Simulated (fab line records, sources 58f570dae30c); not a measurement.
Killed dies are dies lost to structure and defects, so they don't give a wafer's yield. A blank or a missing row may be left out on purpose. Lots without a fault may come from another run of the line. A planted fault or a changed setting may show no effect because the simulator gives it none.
Chamber matching | flow berkeley_cmos170 | UCB170_GATE_ETCH_15 on rie_si-02: 4 sister chambers
The step etches poly-Si in HBr/Cl2, stops on SiO2, time 56.3 s, target depth 278.2 nm. 4 wafers are shown with their chamber, then 9 later ones without.

WAFERS WITH THEIR CHAMBER
wafer  | chamber | drypump_motor_current_A (A)
L353.2 | 0       | 5.6
L355.2 | 1       | 6.6
L355.4 | 3       | 6.0
L355.6 | 2       | 5.8

WAFERS WITHOUT THEIR CHAMBER
wafer  | drypump_motor_current_A (A)
L356.1 | 5.6
L356.2 | 5.8
L356.6 | 5.9
L362.3 | 5.8
L362.4 | 5.9
L362.6 | 5.8
L363.1 | 5.8
L363.3 | 6.6
L363.4 | 5.9

WHICH CHAMBER EACH WENT THROUGH
wafer  | from the rows above     | in truth
L356.1 | 0                       | 0
L356.2 | 2                       | 2
L356.6 | can't be placed: 3 or 2 | 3
L362.3 | 2                       | 2
L362.4 | can't be placed: 3 or 2 | 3
L362.6 | 2                       | 2
L363.1 | 2                       | 2
L363.3 | 1                       | 1
L363.4 | can't be placed: 3 or 2 | 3
Placed correctly: 6 of 9. Can't be placed from these rows: 3 (the true chamber is among the candidates in 3). Placed wrongly: 0.
How it was worked out, from the rows above alone: a wafer's distance from a chamber is the root of the sum, over the readings, of the square of ((its reading less the chamber's mean) divided by the reading's scatter). The wafer belongs to the nearest chamber; if the next one is less than 2 further off, it can't be placed. A chamber's mean is the mean of its shown wafers. The scatter: with one shown wafer a chamber, the root of the mean of the squares of how far each hidden wafer lies from its nearest shown one.
